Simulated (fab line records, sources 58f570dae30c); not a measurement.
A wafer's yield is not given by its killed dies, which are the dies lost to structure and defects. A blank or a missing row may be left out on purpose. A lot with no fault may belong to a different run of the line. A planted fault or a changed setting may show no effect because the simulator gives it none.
Which tool did it? / flow berkeley-cmos170 / 15 lots with 45 wafers sampled at 4 steps, on a route of 331 steps

WHAT THE GAUGES READ, wafer by wafer
UCB170_PWELL_OVL_MEAS_13. Usual: PWELL_OVL gives -3 nm (standard deviation 6.3).
lot=L882; measured=day 3 00:52; on=overlay-02; PWELL_OVL (nm)=-9 -6 -5; flag=
lot=L883; measured=day 3 17:35; on=overlay-02; PWELL_OVL (nm)=-13 -13 3; flag=
lot=L885; measured=day 3 17:56; on=overlay-01; PWELL_OVL (nm)=-4 -4 -1; flag=
lot=L888; measured=day 4 10:42; on=overlay-02; PWELL_OVL (nm)=7 9 -2; flag=
lot=L891; measured=day 4 18:52; on=overlay-01; PWELL_OVL (nm)=2 -7 -8; flag=
lot=L890; measured=day 4 18:59; on=overlay-02; PWELL_OVL (nm)=-12 -12 -8; flag=
lot=L889; measured=day 4 19:08; on=overlay-01; PWELL_OVL (nm)=1 -10 -7; flag=
lot=L892; measured=day 5 08:46; on=overlay-01; PWELL_OVL (nm)=-3 -4 -12; flag=
lot=L893; measured=day 5 09:13; on=overlay-02; PWELL_OVL (nm)=-5 1 -2; flag=
lot=L898; measured=day 6 13:43; on=overlay-02; PWELL_OVL (nm)=-8 3 1; flag=
lot=L900; measured=day 6 21:54; on=overlay-01; PWELL_OVL (nm)=-8 4 -9; flag=
lot=L902; measured=day 7 07:16; on=overlay-02; PWELL_OVL (nm)=0 1 0; flag=
lot=L904; measured=day 7 15:13; on=overlay-02; PWELL_OVL (nm)=-8 -9 -11; flag=
lot=L903; measured=day 7 15:28; on=overlay-02; PWELL_OVL (nm)=4 -3 -3; flag=
lot=L905; measured=day 8 00:19; on=overlay-01; PWELL_OVL (nm)=-1 -3 -4; flag=

UCB170_SILICIDE_RS_MEAS_02: the measuring method here is four-point-probe. Usual: SILICIDE_TI_RS gives 26.0 ohm/sq (standard deviation 0.31).
lot=L882; measured=day 7 04:25; on=film-metro-04; SILICIDE_TI_RS (ohm/sq)=26.7 26.3 26.3; flag=
lot=L883; measured=day 8 00:41; on=film-metro-02; SILICIDE_TI_RS (ohm/sq)=26.0 25.5 25.2; flag=
lot=L885; measured=day 8 02:40; on=film-metro-01; SILICIDE_TI_RS (ohm/sq)=26.2 26.4 26.9; flag=
lot=L888; measured=day 8 07:59; on=film-metro-04; SILICIDE_TI_RS (ohm/sq)=26.1 26.1 25.8; flag=
lot=L891; measured=day 9 04:14; on=film-metro-01; SILICIDE_TI_RS (ohm/sq)=25.9 25.9 25.5; flag=
lot=L890; measured=day 9 04:44; on=film-metro-04; SILICIDE_TI_RS (ohm/sq)=25.8 26.3 25.9; flag=
lot=L889; measured=day 9 03:40; on=film-metro-01; SILICIDE_TI_RS (ohm/sq)=26.1 25.6 25.7; flag=
lot=L892; measured=day 9 14:15; on=film-metro-02; SILICIDE_TI_RS (ohm/sq)=26.1 26.2 26.2; flag=
lot=L893; measured=day 9 14:04; on=film-metro-01; SILICIDE_TI_RS (ohm/sq)=26.4 25.9 25.8; flag=
lot=L898; measured=day 11 03:01; on=film-metro-01; SILICIDE_TI_RS (ohm/sq)=25.8 26.1 25.8; flag=
lot=L900; measured=day 11 14:11; on=film-metro-02; SILICIDE_TI_RS (ohm/sq)=25.8 26.0 25.8; flag=
lot=L902; measured=day 11 14:34; on=film-metro-04; SILICIDE_TI_RS (ohm/sq)=25.8 25.8 25.7; flag=
lot=L904; measured=day 12 08:38; on=film-metro-04; SILICIDE_TI_RS (ohm/sq)=26.3 26.3 26.2; flag=
lot=L903; measured=day 12 08:26; on=film-metro-01; SILICIDE_TI_RS (ohm/sq)=26.3 26.3 26.1; flag=
lot=L905; measured=day 12 14:33; on=film-metro-04; SILICIDE_TI_RS (ohm/sq)=25.7 25.8 25.7; flag=

UCB170_M1_OVL_MEAS_10. Usual: M1_OVL gives 0 nm (standard deviation 5.2).
lot=L882; measured=day 7 11:08; on=overlay-01; M1_OVL (nm)=-1 -4 9; flag=
lot=L883; measured=day 8 07:14; on=overlay-02; M1_OVL (nm)=-4 5 2; flag=
lot=L885; measured=day 8 15:32; on=overlay-02; M1_OVL (nm)=-1 0 -3; flag=
lot=L888; measured=day 8 15:39; on=overlay-01; M1_OVL (nm)=4 3 5; flag=
lot=L890; measured=day 9 12:54; on=overlay-01; M1_OVL (nm)=2 11 8; flag=
lot=L889; measured=day 9 12:38; on=overlay-02; M1_OVL (nm)=-9 0 3; flag=
lot=L898; measured=day 11 10:59; on=overlay-01; M1_OVL (nm)=-2 -6 9; flag=
lot=L900; measured=day 11 21:41; on=overlay-02; M1_OVL (nm)=-2 -2 -4; flag=
lot=L902; measured=day 11 22:57; on=overlay-01; M1_OVL (nm)=6 5 -1; flag=
lot=L904; measured=day 12 14:52; on=overlay-01; M1_OVL (nm)=7 2 6; flag=
lot=L903; measured=day 12 14:32; on=overlay-02; M1_OVL (nm)=-3 -9 -2; flag=
lot=L905; measured=day 12 22:49; on=overlay-02; M1_OVL (nm)=-8 1 3; flag=

EACH LOT AND THE TOOL THAT RAN IT (in order: tool; ch and the chambers of the sampled wafers; start)
lot=L882; UCB170_CONTACT_RTA_08=rtp-anneal-02 ch 0, day 7 07:27
lot=L883; UCB170_CONTACT_RTA_08=rtp-anneal-02 ch 0, day 8 03:55
lot=L885; UCB170_CONTACT_RTA_08=rtp-anneal-02 ch 0, day 8 06:48
lot=L888; UCB170_CONTACT_RTA_08=rtp-anneal-01 ch 0, day 8 12:11
lot=L891; UCB170_CONTACT_RTA_08=rtp-anneal-02, day 9 09:42
lot=L890; UCB170_CONTACT_RTA_08=rtp-anneal-01 ch 0, day 9 09:40
lot=L889; UCB170_CONTACT_RTA_08=rtp-anneal-02 ch 0, day 9 09:38
lot=L892; UCB170_CONTACT_RTA_08=rtp-anneal-02, day 9 18:22
lot=L893; UCB170_CONTACT_RTA_08=rtp-anneal-01, day 9 17:05
lot=L898; UCB170_CONTACT_RTA_08=rtp-anneal-01 ch 0, day 11 07:43
lot=L900; UCB170_CONTACT_RTA_08=rtp-anneal-01 ch 0, day 11 17:30
lot=L902; UCB170_CONTACT_RTA_08=rtp-anneal-02 ch 0, day 11 18:56
lot=L904; UCB170_CONTACT_RTA_08=rtp-anneal-01 ch 0, day 12 11:43
lot=L903; UCB170_CONTACT_RTA_08=rtp-anneal-02 ch 0, day 12 11:29
lot=L905; UCB170_CONTACT_RTA_08=rtp-anneal-02 ch 0, day 12 19:30
- UCB170_CONTACT_RTA_08: time 10 s.

AS READ BY THE TOOLS THEMSELVES (means over the sampled wafers that have a number; for cases with no such wafer, the mark the record gives instead)
UCB170_CONTACT_RTA_08. Usual: anneal-temp-c-max 904.0, standard deviation 1.2; chamber-o2-ppm 2.001, standard deviation 0.024; lamp-power-pct 24.9 %, standard deviation 0.86; wafer_temp_C_max 903.4, standard deviation 0.7.
lot=L882; tool=rtp-anneal-02; anneal-temp-c-max=903.1; chamber-o2-ppm=1.978; lamp-power-pct (%)=25.7; wafer_temp_C_max=903.4; flag=
lot=L883; tool=rtp-anneal-02; anneal-temp-c-max=903.6; chamber-o2-ppm=2.016; lamp-power-pct (%)=25.7; wafer_temp_C_max=903.3; flag=
lot=L885; tool=rtp-anneal-02; anneal-temp-c-max=903.6; chamber-o2-ppm=2.002; lamp-power-pct (%)=25.7; wafer_temp_C_max=902.7; flag=
lot=L888; tool=rtp-anneal-01; anneal-temp-c-max=905.3; chamber-o2-ppm=1.992; lamp-power-pct (%)=23.9; wafer_temp_C_max=903.3; flag=
lot=L891; tool=rtp-anneal-02; anneal-temp-c-max=-; chamber-o2-ppm=-; lamp-power-pct (%)=-; wafer_temp_C_max=-; flag=OFF
lot=L890; tool=rtp-anneal-01; anneal-temp-c-max=905.2; chamber-o2-ppm=2.015; lamp-power-pct (%)=24.0; wafer_temp_C_max=903.3; flag=
lot=L889; tool=rtp-anneal-02; anneal-temp-c-max=902.9; chamber-o2-ppm=2.035; lamp-power-pct (%)=25.7; wafer_temp_C_max=902.9; flag=
lot=L892; tool=rtp-anneal-02; anneal-temp-c-max=-; chamber-o2-ppm=-; lamp-power-pct (%)=-; wafer_temp_C_max=-; flag=OFF
lot=L893; tool=rtp-anneal-01; anneal-temp-c-max=-; chamber-o2-ppm=-; lamp-power-pct (%)=-; wafer_temp_C_max=-; flag=OFF
lot=L898; tool=rtp-anneal-01; anneal-temp-c-max=904.9; chamber-o2-ppm=1.998; lamp-power-pct (%)=23.9; wafer_temp_C_max=903.0; flag=
lot=L900; tool=rtp-anneal-01; anneal-temp-c-max=905.1; chamber-o2-ppm=2.018; lamp-power-pct (%)=23.9; wafer_temp_C_max=904.3; flag=
lot=L902; tool=rtp-anneal-02; anneal-temp-c-max=903.1; chamber-o2-ppm=1.995; lamp-power-pct (%)=25.7; wafer_temp_C_max=903.2; flag=
lot=L904; tool=rtp-anneal-01; anneal-temp-c-max=904.9; chamber-o2-ppm=1.969; lamp-power-pct (%)=23.9; wafer_temp_C_max=903.3; flag=
lot=L903; tool=rtp-anneal-02; anneal-temp-c-max=902.9; chamber-o2-ppm=1.984; lamp-power-pct (%)=25.7; wafer_temp_C_max=903.8; flag=
lot=L905; tool=rtp-anneal-02; anneal-temp-c-max=903.3; chamber-o2-ppm=2.018; lamp-power-pct (%)=25.7; wafer_temp_C_max=904.4; flag=

THE ANSWER, worked out from the rows above alone
Rule: a lot is off if the mean of its wafers that have a number lies more than 3 standard deviations from the usual mean. Also off: a lot with no number at a reading for which 4 or more lots have one. Where the step has rows for the other lots, those lots are counted as sound. First the gauges in route order, then the tools' own readings, where a lot's mean is used as printed above. The first step at which some lot is off is used, and at that step the reading that is off furthest; a lot without a number counts as furthest.
Off: L891, L892, L893 (UCB170_CONTACT_RTA_08, anneal-temp-c-max). Without a number there: L891, L892, L893.
A tool fits if, at that step or a process step before it, it ran every lot that is off, and no sound lot after the first of them. No candidate that was tried fits.

WHAT WAS PUT IN BY THE SIMULATOR
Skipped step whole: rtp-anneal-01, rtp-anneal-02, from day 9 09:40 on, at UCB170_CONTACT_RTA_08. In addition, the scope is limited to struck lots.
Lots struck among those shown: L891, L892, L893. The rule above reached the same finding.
